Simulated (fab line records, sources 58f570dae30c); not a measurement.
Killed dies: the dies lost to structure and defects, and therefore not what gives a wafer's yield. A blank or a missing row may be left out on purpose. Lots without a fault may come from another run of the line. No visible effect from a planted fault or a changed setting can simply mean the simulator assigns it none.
Matching of chambers    flow berkeleyCmos170    4 sister chambers for UCB170_ACTIVE_ETCH_15 on rieDiel-01
The step etches Si3N4 in CH3F/Ar/O2, stops on SiO2, target depth 242 nm, time 151 s. 14 wafers are shown with their chamber, then 7 later ones without.

== WAFERS PAIRED WITH THEIR CHAMBERS ==
wafer   chamber  throttleValvePct (%)  drypumpMotorCurrentA (A)  oesProductAu (a.u.)
L364.2  0        8.12                  6.3                       0.964
L364.3  3        8.24                  6.4                       0.957
L364.4  2        8.01                  5.8                       0.938
L362.1  3        8.23                  6.4                       0.942
L362.3  2        8.02                  5.8                       0.932
L362.5  0        8.12                  6.3                       0.963
L367.2  2        8.02                  5.8                       0.929
L367.4  3        8.23                  6.3                       0.949
L367.6  1        8.10                  5.7                       0.947
L369.3  3        8.23                  6.3                       0.959
L369.5  1        8.10                  5.6                       0.945
L369.6  3        8.21                  6.3                       0.949
L372.2  1        8.10                  5.7                       0.988
L372.4  1        8.12                  5.7                       0.990

SIGNATURES, as means of the wafers listed above
reading               chamber 0  chamber 1  chamber 2  chamber 3  scatter within a chamber
throttleValvePct      8.1200     8.1050     8.0167     8.2280     0.0092
drypumpMotorCurrentA  6.300      5.675      5.800      6.340      0.0442
oesProductAu          0.96350    0.96750    0.93300    0.95120    0.0144
Rule: for a wafer and a chamber, the distance is found by dividing, reading by reading, the gap between the wafer's reading and the chamber's mean by the reading's scatter, squaring, summing and taking the root. The wafer belongs to the nearest chamber; if the next one is less than 2 further off, it can't be placed. The scatter is the square root of a quotient: the sum, over the shown wafers, of each reading's squared deviation from its chamber's mean, divided by wafers minus chambers.

== WAFERS WITH NO CHAMBER GIVEN ==
wafer   throttleValvePct (%)  drypumpMotorCurrentA (A)  oesProductAu (a.u.)
L372.5  8.02                  5.8                       0.986
L374.1  8.22                  6.3                       1.002
L374.4  8.08                  5.7                       0.989
L374.6  8.23                  6.3                       1.002
L373.2  8.08                  5.6                       0.990
L373.3  8.03                  5.8                       0.983
L373.6  8.24                  6.3                       1.001

== CHAMBER TAKEN BY EACH ==
wafer   from the rows above  in truth
L372.5  2                    2
L374.1  3                    3
L374.4  1                    1
L374.6  3                    3
L373.2  1                    1
L373.3  2                    2
L373.6  3                    3
Correctly placed: 7 of 7. From these rows, 0 cannot be placed. Number placed wrongly: 0.
